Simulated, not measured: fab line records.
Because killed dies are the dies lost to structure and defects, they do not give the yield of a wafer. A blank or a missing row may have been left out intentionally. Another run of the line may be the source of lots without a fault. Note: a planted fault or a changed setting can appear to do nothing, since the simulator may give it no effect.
The tool behind it: which one?    flow rit cmos    42 wafers sampled from 14 lots at 1 step of a route of 202

== WHAT THE GAUGES READ, wafer by wafer ==
The record holds no reading of a measuring or inspecting step that can be judged against a usual standard deviation.

== EACH LOT AND THE TOOL THAT RAN IT (in order: tool; ch and the chambers of the sampled wafers; start) ==
lot   RIT_NLDD_DEVELOP_05
L401  litho track-04 ch 0, day 2 20:00
L402  litho track-04 ch 0, day 3 03:00
L404  litho track-04 ch 0, day 3 12:00
L409  litho track-04 ch 0, day 4 10:00
L412  litho track-04, day 5 01:00
L413  litho track-04, day 5 05:00
L417  litho track-04 ch 0, day 6 02:00
L418  litho track-03 ch 0, day 6 06:00
L419  litho track-03 ch 0, day 6 11:00
L420  litho track-03 ch 0, day 6 17:00
L421  litho track-04 ch 0, day 6 21:00
L422  litho track-01 ch 0, day 7 04:00
L423  litho track-04 ch 0, day 7 09:00
L424  litho track-03 ch 0, day 7 17:00
- RIT_NLDD_DEVELOP_05: develop time 50 s.

== WHAT THE TOOLS THEMSELVES READ (means of the sampled wafers that have a number; where no wafer has one, the mark that the record gives instead) ==
RIT_NLDD_DEVELOP_05. Usual: chill plate temp C 22.97 C, standard deviation 0.11; exhaust pa 45.1 Pa, standard deviation 0.9.
lot   tool            chill plate temp C (C)  exhaust pa (Pa)  flag
L401  litho track-04  22.99                   45.4             
L402  litho track-04  23.01                   45.3             
L404  litho track-04  22.86                   45.4             
L409  litho track-04  22.91                   44.8             
L412  litho track-04  -                       -                OFF
L413  litho track-04  -                       -                OFF
L417  litho track-04  22.91                   44.8             
L418  litho track-03  22.99                   45.7             
L419  litho track-03  23.00                   45.4             
L420  litho track-03  22.91                   43.7             
L421  litho track-04  22.96                   44.4             
L422  litho track-01  23.06                   44.9             
L423  litho track-04  22.91                   44.6             
L424  litho track-03  22.98                   45.9             

== THE ANSWER, worked out from the rows above alone ==
Rule: lot off if the mean of its wafers having a number is beyond 3 standard deviations from the usual mean. Also off: a lot with no number at a reading for which 4 or more lots have one. The other lots that the step has rows for count as sound. After the gauges, taken in route order, come the tools' own readings; for these a lot's mean is taken, as printed above. The first step at which some lot is off is used, and at that step the reading that is off furthest; a lot without a number counts as furthest.
Off, at RIT_NLDD_DEVELOP_05 on chill plate temp C: L412, L413. Without a number there: L412, L413.
A tool fits if, at that step or a process step before it, it ran every lot that is off, and no sound lot after the first of them. Of those tried, none fits.

== WHAT HAD BEEN PUT IN BY THE SIMULATOR ==
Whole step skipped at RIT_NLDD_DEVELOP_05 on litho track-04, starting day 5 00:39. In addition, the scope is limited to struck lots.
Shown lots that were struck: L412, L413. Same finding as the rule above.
